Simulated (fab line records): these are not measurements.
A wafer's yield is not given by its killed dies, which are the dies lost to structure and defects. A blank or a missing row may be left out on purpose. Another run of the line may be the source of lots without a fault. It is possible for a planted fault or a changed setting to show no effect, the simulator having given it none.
A struck lot beside a sound one ; flow rit-cmos ; 44 steps out of a route of 202
Sound: these wafers, L106.1, L106.3, L106.4. Wafers L116.1, L116.3, L116.6 were the ones struck. At the end, the cause is stated.
Order at every step that has rows: each side's tool, ch and its chambers, its first start. Under that, the readings that differ: sound wafers ; struck wafers ; difference of the means ; sigmas: that difference in standard deviations of wafers without a fault.
alike: same words and numbers on both sides, and readings whose means sit less than 2 such deviations apart. not compared: any withheld reading, any reading some wafer has no value for, any bound like >300 that may hide the same value, and any number with overlapping values for which the record gives no deviation.
Wherever a step has rows on one side only, a row that says differs or no value, or a row with sigmas, the two part there. Non-overlapping numbers with no deviation appear without sigmas and do not part them. A reading missing from all wafers of one side parts the sides only when that side holds two or more wafers.

first, 3 steps without rows for these wafers: RIT_REOX_CLEAN_01 (cleans in dHF, time 30 s); RIT_REOX_CLEAN_02 (cleans in SC2, time 600 s); RIT_REOX_OXIDATION_03 (target thk 25.2 nm, ox time 5580 s).
RIT_REOX_THK_MEAS_04:
  sound on film-metro-03 at day 3 14:29; struck on film-metro-03 at day 5 14:16
  alike: REOX_OXIDE_THK
then, 6 steps without rows for these wafers: RIT_NLDD_HMDS_00 (prime time 60 s); RIT_NLDD_COAT_01 (resist thk 1013 nm); RIT_NLDD_SOFTBAKE_02 (time 60 s); RIT_NLDD_EXPOSE_03 (exposes mask M7, target cd 40700 nm); RIT_NLDD_PEB_04; RIT_NLDD_DEVELOP_05 (develop time 50 s).
RIT_NLDD_OVL_MEAS_06:
  sound on overlay-02 at day 3 15:41; struck on overlay-02 at day 5 15:10
  alike: NLDD_OVL
then, 1 step without rows for these wafers: RIT_NLDD_HARDBAKE_07 (time 60 s).
RIT_NLDD_IMPLANT_08:
  sound on implanter-04 ch 0, day 3 15:53; struck on implanter-04 ch 0, day 5 15:21
reading;sound;struck;difference;sigmas
dose-ions-cm2;4.998e+14 5.005e+14 5.008e+14;3.206e+14 3.207e+14 3.208e+14;-1.797e+14;-99 or more
faraday-current-uA;1556 1588 1635;1016 997 1005;-587;-19
RIT_NLDD_STRIP_09: strips in O2, time 180 s.
  sound on plasma-asher-01 ch 0,1, day 3 16:02; struck on plasma-asher-04 ch 0,1, day 5 15:30
  alike: drypump-motor-current-A
  not compared: rf-hours-counter-h
RIT_NLDD_TW_MEAS_10:
  sound on film-metro-04 at day 3 16:12; struck on film-metro-04 at day 5 15:41
reading;sound;struck;difference;sigmas
NLDD_TW;2444 2440 2444;2169 2153 2158;-283;-9
then, 6 steps without rows for these wafers: RIT_PLDD_HMDS_00 (prime time 60 s); RIT_PLDD_COAT_01 (resist thk 1000 nm); RIT_PLDD_SOFTBAKE_02 (time 60 s); RIT_PLDD_EXPOSE_03 (exposes mask M8, target cd 40900 nm); RIT_PLDD_PEB_04; RIT_PLDD_DEVELOP_05 (develop time 50 s).
RIT_PLDD_OVL_MEAS_06:
  sound on overlay-01 at day 3 17:09; struck on overlay-02 at day 5 16:50
  alike: PLDD_OVL
then, 2 steps without rows for these wafers: RIT_PLDD_HARDBAKE_07 (time 60 s); RIT_PLDD_IMPLANT_08.
RIT_PLDD_STRIP_09: strips in O2, time 180 s.
  sound on plasma-asher-02 ch 0,1, day 3 17:29; struck on plasma-asher-04 ch 0,1, day 5 17:10
  alike: drypump-motor-current-A
  not compared: rf-hours-counter-h
RIT_PLDD_TW_MEAS_10:
  sound on film-metro-01 at day 3 17:40; struck on film-metro-02 at day 5 17:20
  alike: PLDD_TW
then, 4 steps without rows for these wafers: RIT_SPACER_CLEAN_00 (cleans in SC1, time 600 s); RIT_SPACER_CLEAN_01 (cleans in dHF, time 30 s); RIT_SPACER_CLEAN_02 (cleans in SC2, time 600 s); RIT_SPACER_CVD_03 (deposits Si3N4 from SiH2Cl2/NH3, target thk 250 nm, time 3300 s).
RIT_SPACER_THK_MEAS_04:
  sound on film-metro-02 at day 3 20:02; struck on film-metro-02 at day 5 19:41
  alike: SPACER_NITRIDE_THK
RIT_SPACER_ETCHBACK_05: etches Si3N4 in SF6/CHF3, stops on SiO2, target depth 250 nm, time 240 s.
  sound on rie-diel-01 ch 1,2,3, day 3 20:06; struck on rie-diel-03 ch 0,2,3, day 5 19:45
  alike: drypump-motor-current-A, oes-product-au, throttle-valve-pct
  not compared: rf-hours-counter-h
then, 6 steps without rows for these wafers: RIT_NSD_HMDS_00 (prime time 60 s); RIT_NSD_COAT_01 (resist thk 1000 nm); RIT_NSD_SOFTBAKE_02 (time 60 s); RIT_NSD_EXPOSE_03 (exposes mask M9, target cd 40700 nm); RIT_NSD_PEB_04; RIT_NSD_DEVELOP_05 (develop time 50 s).
RIT_NSD_OVL_MEAS_06:
  sound on overlay-02 at day 3 21:07; struck on overlay-01 at day 5 20:45
  alike: NSD_OVL
then, 2 steps without rows for these wafers: RIT_NSD_HARDBAKE_07 (time 60 s); RIT_NSD_IMPLANT_08.
RIT_NSD_STRIP_09: strips in O2, time 180 s.
  sound on plasma-asher-03 ch 0,1, day 3 21:27; struck on plasma-asher-02 ch 0,1, day 5 21:05
  alike: drypump-motor-current-A
  not compared: rf-hours-counter-h
RIT_SDANNEAL_RS_MEAS_07: measurement is done with a four-point probe.
  sound on film-metro-04 at day 3 23:53; struck on film-metro-04 at day 5 23:49
reading;sound;struck;difference;sigmas
NLDD_RS (ohm/sq);151.8 151.3 151.5;216.9 216.5 217.6;+65.5;+99 or more
RIT_M1_PROBE_99:
  sound on prober-01 at day 4 07:15; struck on prober-01 at day 6 06:59
reading;sound;struck;difference;sigmas
model.etest.nmos_0p15.r-on-ohm-um;1094 1100 1066;1342 1355 1404;+280;
model.etest.nmos_0p3.r-on-ohm-um;2137 2143 2112;2383 2422 2449;+287;
model.etest.nldd.rs-ohm-sq;348.3 343.1 334.8;539.1 545.9 546.7;+201.8;
model.etest.nmos-turned.drive-ua-um;339.6 343.4 360.2;206.6 198.6 197.3;-146.9;
model.etest.nmos_0p15.drive-ua-um;459.8 470.1 482.1;397.9 407.5 395.3;-70.4;
model.etest.nldd.line-ohm-um;107.6 105.2 104.6;168.2 170.4 172.7;+64.6;
model.etest.nmos-narrow.drive-ua-um;234.6 231.8 237.7;211.8 213.4 210.6;-22.8;
model.etest.nmos_0p3.drive-ua-um;225.9 224.8 231.1;204.9 207.3 206.3;-21.1;
  alike: killed_at_M0_to_M3, killed-at-front-end, killed-dies, killed-open, killed-short

== WHERE THEY PART ==
First at RIT_NLDD_IMPLANT_08; last, within this record, at RIT_SDANNEAL_RS_MEAS_07. Later steps at which nothing parts them and some readings are alike: RIT_M1_PROBE_99.

WHY: what had been put in by the simulator
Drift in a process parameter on implanter-04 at RIT_NLDD_IMPLANT_08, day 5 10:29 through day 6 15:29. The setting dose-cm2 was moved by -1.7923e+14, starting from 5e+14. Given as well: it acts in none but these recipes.
